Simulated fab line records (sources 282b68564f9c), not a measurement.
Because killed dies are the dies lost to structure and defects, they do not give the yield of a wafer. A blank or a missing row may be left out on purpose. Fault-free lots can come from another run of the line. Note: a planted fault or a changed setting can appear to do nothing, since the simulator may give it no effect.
fab line records | flow rit_cmos
record: lots: 14 wafers: 42 last_day: 7
route steps=202 shown NSD@139
lots with no fault: from the same line, run without faults
start_h: start of the lot's first displayed wafer, in hours after the record's first day | wait_h: hours from the lot's prior step to this one | " unchanged from the row above | L1.1+2: one row covering several wafers at once | - value missing, or start not given | * or withheld: withheld | < > ~ a bound
route shown NAME@n: NAME is a module with steps in the file, n the number in the route of the first one | usual: mean and standard deviation over wafers with no fault | same: alike in all rows | chamber/n: place in a boat | sites: the reading at each site | _std_site: how widely they spread, as a standard deviation | _edge_site: outer sites' mean less inner sites' | radius_mm: for every site, how far away it sits from the centre of the wafer | mask NAME#n: copy n | behind: the tool/chamber that last shaped the wafer | hold: why the lot went on hold/how many hours it stayed there/how the hold came to an end | device: which transistor (n, p or np) failed to switch | end of line: the same wafers' tests at the end of the route | where a step has no rows: the recipe by itself | killed: dies that structure and defects cost at the first sort, which is not the same as the wafer's yield | map: a wafer's dies, x killed, . not, _ none there
set.NAME: the setting that was run; set.NAME@STEP: the one run at that earlier step | model.NAME: the simulator's own value behind a step, which no gauge read
the route's steps for a sample of lots (tables are steps, rows are wafers)
services: a tool's chamber out of use, with start hour (start_h, from the record's first day; less than 0 if before it), hours out, and reason
== steps ==
step: RIT_NSD_IMPLANT_08
recipe: species: P energy_kev: 25 dose_cm2: 9.903e+14 tilt_deg: 7
usual: beam_energy_keV: 25.000/0.0078
columns lot.wafer tool chamber start_h wait_h beam_energy_keV
L866.2 implanter-01 0 46.52 0.1 24.998
L866.4 " 0 " " 24.993
L866.5 " 0 " " 24.995
L868.1 implanter-03 0 57.94 0.1 24.999
L868.4 " 0 " " 24.996
L868.5 " 0 " " 24.999
L869.1 implanter-04 0 62.86 0.1 24.989
L869.3 " 0 " " 25.008
L869.6 " 0 " " 25.008
L870.2 implanter-03 0 68.64 0.1 24.987
L870.5 " 0 " " 24.994
L870.6 " 0 " " 24.997
L871.3 implanter-01 0 73.43 0.1 24.997
L871.4 " 0 " " 25.012
L871.6 " 0 " " 25.005
L872.1 implanter-01 0 76.31 0.1 25.009
L872.4 " 0 " " 25.002
L872.6 " 0 " " 25.000
L876.3 implanter-01 0 97.10 0.1 22.485
L876.4 " 0 " " 22.489
L876.6 " 0 " " 22.489
L877.1 implanter-01 0 101.98 0.1 22.491
L877.2 " 0 " " 22.492
L877.5 " 0 " " 22.494
L881.1 implanter-04 0 125.27 0.1 24.987
L881.2 " 0 " " 24.989
L881.5 " 0 " " 25.000
L882.2 implanter-04 0 127.46 0.1 25.006
L882.4 " 0 " " 25.003
L882.6 " 0 " " 25.007
L883.1 implanter-03 0 132.68 0.1 25.001
L883.2 " 0 " " 25.004
L883.6 " 0 " " 24.998
L884.1 implanter-04 0 139.21 0.1 25.007
L884.3 " 0 " " 25.010
L884.4 " 0 " " 25.002
L887.2 implanter-03 0 155.79 0.1 24.989
L887.5 " 0 " " 24.992
L887.6 " 0 " " 25.002
L888.1 implanter-04 0 158.35 0.1 25.002
L888.2 " 0 " " 25.012
L888.6 " 0 " " 25.008
step: RIT_NSD_TW_MEAS_10
usual: NSD_TW: 3084/21
columns lot.wafer tool chamber start_h wait_h NSD_TW
L866.2 film_metro-02 - 46.83 0.1 3078
L866.4 " - " " 3084
L866.5 " - " " 3089
L868.1 film_metro-03 - 58.26 0.1 3073
L868.4 " - " " 3072
L868.5 " - " " 3074
L869.1 film_metro-02 - 63.18 0.1 3093
L869.3 " - " " 3074
L869.6 " - " " 3069
L870.2 film_metro-03 - 68.95 0.1 3087
L870.5 " - " " 3064
L870.6 " - " " 3078
L871.3 film_metro-01 - 73.72 0.1 3075
L871.4 " - " " 3086
L871.6 " - " " 3061
L872.1 film_metro-03 - 76.63 0.1 3102
L872.4 " - " " 3114
L872.6 " - " " 3104
L876.3 film_metro-01 - 97.40 0.1 3009
L876.4 " - " " 3009
L876.6 " - " " 3005
L877.1 film_metro-03 - 102.30 0.1 3001
L877.2 " - " " 3015
L877.5 " - " " 2997
L881.1 film_metro-03 - 125.60 0.1 3097
L881.2 " - " " 3089
L881.5 " - " " 3097
L882.2 film_metro-03 - 127.77 0.1 3112
L882.4 " - " " 3109
L882.6 " - " " 3092
L883.1 film_metro-03 - 133.00 0.1 3110
L883.2 " - " " 3114
L883.6 " - " " 3111
L884.1 film_metro-02 - 139.54 0.1 3066
L884.3 " - " " 3074
L884.4 " - " " 3061
L887.2 film_metro-03 - 156.10 0.1 3127
L887.5 " - " " 3107
L887.6 " - " " 3099
L888.1 film_metro-01 - 158.67 0.1 3062
L888.2 " - " " 3051
L888.6 " - " " 3067
step: RIT_SDANNEAL_RS_MEAS_05
recipe: thk_meas_gauge: four-point-probe
usual: NSD_RS: 85.23/0.26
columns lot.wafer tool chamber start_h wait_h NSD_RS[ohm/sq]
L866.2 film_metro-01 - 48.93 0.1 85.26
L866.4 " - " " 84.88
L866.5 " - " " 84.76
L868.1 film_metro-02 - 60.43 0.1 85.42
L868.4 " - " " 85.70
L868.5 " - " " 85.65
L869.1 film_metro-02 - 65.33 0.1 85.25
L869.3 " - " " 85.09
L869.6 " - " " 85.16
L870.2 film_metro-01 - 71.11 0.1 85.43
L870.5 " - " " 85.44
L870.6 " - " " 85.42
L871.3 film_metro-03 - 75.77 0.1 85.40
L871.4 " - " " 85.24
L871.6 " - " " 85.44
L872.1 film_metro-02 - 78.86 0.1 85.34
L872.4 " - " " 85.23
L872.6 " - " " 85.29
L876.3 film_metro-03 - 99.62 0.1 86.30
L876.4 " - " " 86.31
L876.6 " - " " 86.33
L877.1 film_metro-02 - 104.38 0.1 85.92
L877.2 " - " " 85.98
L877.5 " - " " 86.35
L881.1 film_metro-02 - 127.78 0.1 85.51
L881.2 " - " " 85.44
L881.5 " - " " 85.50
L882.2 film_metro-03 - 129.80 0.1 85.12
L882.4 " - " " 85.33
L882.6 " - " " 85.20
L883.1 film_metro-02 - 135.04 0.1 85.29
L883.2 " - " " 85.20
L883.6 " - " " 85.15
L884.1 film_metro-03 - 141.59 0.1 84.96
L884.3 " - " " 85.38
L884.4 " - " " 85.04
L887.2 film_metro-03 - 158.13 0.1 85.02
L887.5 " - " " 85.13
L887.6 " - " " 85.20
L888.1 film_metro-02 - 160.86 0.1 85.22
L888.2 " - " " 85.33
L888.6 " - " " 85.46
== services ==
columns tool chamber start_h hours kind
implanter-01 - 51.37 0.6 repair
implanter-03 - 72.95 3.6 repair
implanter-04 - 77.54 1.0 repair
implanter-04 - 81.70 2.8 repair
implanter-03 - 135.18 6.8 repair
== key ==
first_sign: step: RIT_NSD_IMPLANT_08 reading: beam_energy_keV direction: down sigmas: 99+ usual: 25.000 struck: 22.490
effect: step: RIT_NSD_TW_MEAS_10 reading: NSD_TW direction: down sigmas: 3.8 usual: 3084 struck: 3006
effect: step: RIT_SDANNEAL_RS_MEAS_05 reading: NSD_RS direction: up sigmas: 3.7 usual: 85.23 struck: 86.20
met_at RIT_NSD_IMPLANT_08
struck_lots L876,L877
tester_left_out L876,L877
loop_trim: step: RIT_M1_EXPOSE_06 setting: dose lots: L876,L877
onset_between 76.31 97.10
fault: kind: process_parameter_drift tool: implanter-01 chamber: - onset_h: 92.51 steps: RIT_NSD_IMPLANT_08 channel: energy_kev offset: -2.5 shape: step end_h: 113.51 acts_in: these_recipes_only stated: 25
tester_left_out: of these lots the tester's yield and bins aren't shown, on N5 and GAA mostly nor the transistor test; their killed dies are dies lost to structure and defects alone, not to doping, threshold or leakage, so they don't give the yield
loop_trim: a control loop set the setting to another value than it would have without faults
